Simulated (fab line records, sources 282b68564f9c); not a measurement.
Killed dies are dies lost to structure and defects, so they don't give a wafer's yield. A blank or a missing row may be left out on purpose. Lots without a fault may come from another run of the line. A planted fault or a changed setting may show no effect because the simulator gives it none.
Which tool did it? | flow rit_cmos | 16 lots, 48 wafers sampled, at 4 steps of a route of 202

WHAT THE GAUGES READ, wafer by wafer
RIT_NSD_TW_MEAS_10. Usual: NSD_TW 3112, standard deviation 44.
lot  | measured    | on            | NSD_TW         | flag
L378 | day 3 01:35 | film_metro-04 | 3150 3142 3135 |
L379 | day 3 10:23 | film_metro-04 | 3144 3110 3134 |
L380 | day 3 14:39 | film_metro-04 | 3134 3140 3143 |
L381 | day 3 19:10 | film_metro-04 | 3128 3134 3148 |
L383 | day 4 06:43 | film_metro-03 | 3062 3074 3092 |
L384 | day 4 07:12 | film_metro-03 | 3067 3075 3076 |
L386 | day 4 20:56 | film_metro-04 | 3161 3135 3152 |
L387 | day 5 00:34 | film_metro-04 | 3128 3145 3148 |
L388 | day 5 04:27 | film_metro-03 | 3057 3073 3077 |
L389 | day 5 09:44 | film_metro-03 | 3067 3066 3059 |
L393 | day 6 06:15 | film_metro-03 | 3065 3068 3054 |
L394 | day 6 09:37 | film_metro-04 | 3168 3159 3156 |
L395 | day 6 17:04 | film_metro-02 | 3156 3169 3167 |
L396 | day 6 21:18 | film_metro-03 | 3049 3066 3053 |
L397 | day 7 00:54 | film_metro-03 | 3075 3073 3067 |
L398 | day 7 08:08 | film_metro-04 | 3185 3136 3158 |

RIT_CONTACT_OVL_MEAS_09. Usual: CONTACT_OVL 0.7 nm, standard deviation 1.3.
lot  | measured    | on         | CONTACT_OVL (nm)  | flag
L378 | day 3 05:52 | overlay-01 | 0.9 1.2 -0.7      |
L379 | day 3 14:30 | overlay-02 | 1.3 3.0 2.0       |
L380 | day 3 18:53 | overlay-02 | 1.1 1.6 -0.4      |
L381 | day 3 23:17 | overlay-01 | 2.4 2.5 1.7       |
L383 | day 4 11:02 | overlay-02 | 2.4 2.2 2.5       |
L384 | day 4 11:35 | overlay-02 | 0.9 1.2 1.4       |
L386 | day 5 01:22 | overlay-01 | -1.6 -0.8 1.4     |
L387 | day 5 05:26 | overlay-01 | 1.2 2.1 1.6       |
L388 | day 5 09:08 | overlay-01 | 0.2 -0.4 0.5      |
L389 | day 5 14:00 | overlay-02 | 1.1 -0.1 -0.4     |
L393 | day 6 10:28 | overlay-02 | 130.0 130.9 132.3 | OFF
L394 | day 6 14:04 | overlay-02 | 0.5 2.9 0.7       |
L395 | day 6 21:31 | overlay-01 | 130.9 130.0 129.7 | OFF
L396 | day 7 01:34 | overlay-02 | 132.5 130.8 132.6 | OFF
L397 | day 7 05:29 | overlay-02 | 1.2 1.6 1.0       |
L398 | day 7 12:36 | overlay-01 | 129.9 129.0 129.6 | OFF

WHICH TOOL RAN EACH LOT (tool, then ch and the chambers of the sampled wafers, then the start)
lot  | RIT_SILICIDE_RTA_04             | RIT_CONTACT_EXPOSE_05
L378 | rtp_anneal-01 ch 0, day 3 04:30 | iline_stepper-01 ch 0, day 3 05:14
L379 | rtp_anneal-01 ch 0, day 3 13:08 | iline_stepper-01 ch 0, day 3 13:52
L380 | rtp_anneal-02 ch 0, day 3 17:23 | iline_stepper-02 ch 0, day 3 18:14
L381 | rtp_anneal-01 ch 0, day 3 21:55 | iline_stepper-02 ch 0, day 3 22:40
L383 | rtp_anneal-02 ch 0, day 4 09:32 | iline_stepper-01 ch 0, day 4 10:23
L384 | rtp_anneal-02 ch 0, day 4 10:05 | iline_stepper-02 ch 0, day 4 10:57
L386 | rtp_anneal-02 ch 0, day 4 23:47 | iline_stepper-01 ch 0, day 5 00:40
L387 | rtp_anneal-01 ch 0, day 5 03:52 | iline_stepper-02 ch 0, day 5 04:47
L388 | rtp_anneal-02 ch 0, day 5 07:46 | iline_stepper-02 ch 0, day 5 08:31
L389 | rtp_anneal-01 ch 0, day 5 12:30 | iline_stepper-01 ch 0, day 5 13:22
L393 | rtp_anneal-01 ch 0, day 6 09:07 | iline_stepper-01 ch 0, day 6 09:52
L394 | rtp_anneal-02 ch 0, day 6 12:34 | iline_stepper-02 ch 0, day 6 13:26
L395 | rtp_anneal-01 ch 0, day 6 19:55 | iline_stepper-01 ch 0, day 6 20:52
L396 | rtp_anneal-02 ch 0, day 7 00:02 | iline_stepper-01 ch 0, day 7 00:47
L397 | rtp_anneal-01 ch 0, day 7 03:59 | iline_stepper-02 ch 0, day 7 04:52
L398 | rtp_anneal-02 ch 0, day 7 11:04 | iline_stepper-01 ch 0, day 7 11:58
- RIT_SILICIDE_RTA_04: time 10 s, ramp up 5 s, ramp down 5 s.
- RIT_CONTACT_EXPOSE_05: exposes mask M11, target cd 1000 nm.

WHAT THE TOOLS THEMSELVES READ (means of the sampled wafers that have a number; where no wafer has one, the mark that the record gives instead)
RIT_SILICIDE_RTA_04. Usual: wafer_temp_C_max 652.3, standard deviation 0.64.
lot  | tool          | wafer_temp_C_max | flag
L378 | rtp_anneal-01 | 652.0            |
L379 | rtp_anneal-01 | 652.1            |
L380 | rtp_anneal-02 | 652.6            |
L381 | rtp_anneal-01 | 652.3            |
L383 | rtp_anneal-02 | 652.2            |
L384 | rtp_anneal-02 | 652.3            |
L386 | rtp_anneal-02 | 652.9            |
L387 | rtp_anneal-01 | 651.9            |
L388 | rtp_anneal-02 | 653.2            |
L389 | rtp_anneal-01 | 651.9            |
L393 | rtp_anneal-01 | 651.8            |
L394 | rtp_anneal-02 | 652.5            |
L395 | rtp_anneal-01 | 652.0            |
L396 | rtp_anneal-02 | 652.7            |
L397 | rtp_anneal-01 | 652.1            |
L398 | rtp_anneal-02 | 652.7            |

THE ANSWER, worked out from the rows above alone
Rule: a lot is off if the mean of its wafers that have a number lies more than 3 standard deviations from the usual mean. A lot without any number at a reading at which 4 lots or more have one is off too. The other lots that the step has rows for count as sound. The gauges are gone through in route order, then the tools' own readings, and for those a lot's mean is taken as printed above. The first step at which some lot is off is used, and at that step the reading that is off furthest; a lot without a number counts as furthest.
Off: L393, L395, L396, L398, at RIT_CONTACT_OVL_MEAS_09 (CONTACT_OVL).
A tool fits if, at a process step before that reading, it ran every lot that is off, and no sound lot after the first of them. The gauges at RIT_CONTACT_OVL_MEAS_09 are tried like those tools. One fits: iline_stepper-01 at RIT_CONTACT_EXPOSE_05. Its last sound lot is L389 (day 5 13:22), its first lot that is off L393 (day 6 09:52): a fault that began between those two fits.

WHAT THE SIMULATOR HAD PUT IN
Scanner matching overlay: iline_stepper-01, from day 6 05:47 on, at RIT_CONTACT_EXPOSE_05. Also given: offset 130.
Lots struck among those shown: L393, L395, L396, L398. The rule above found the same.
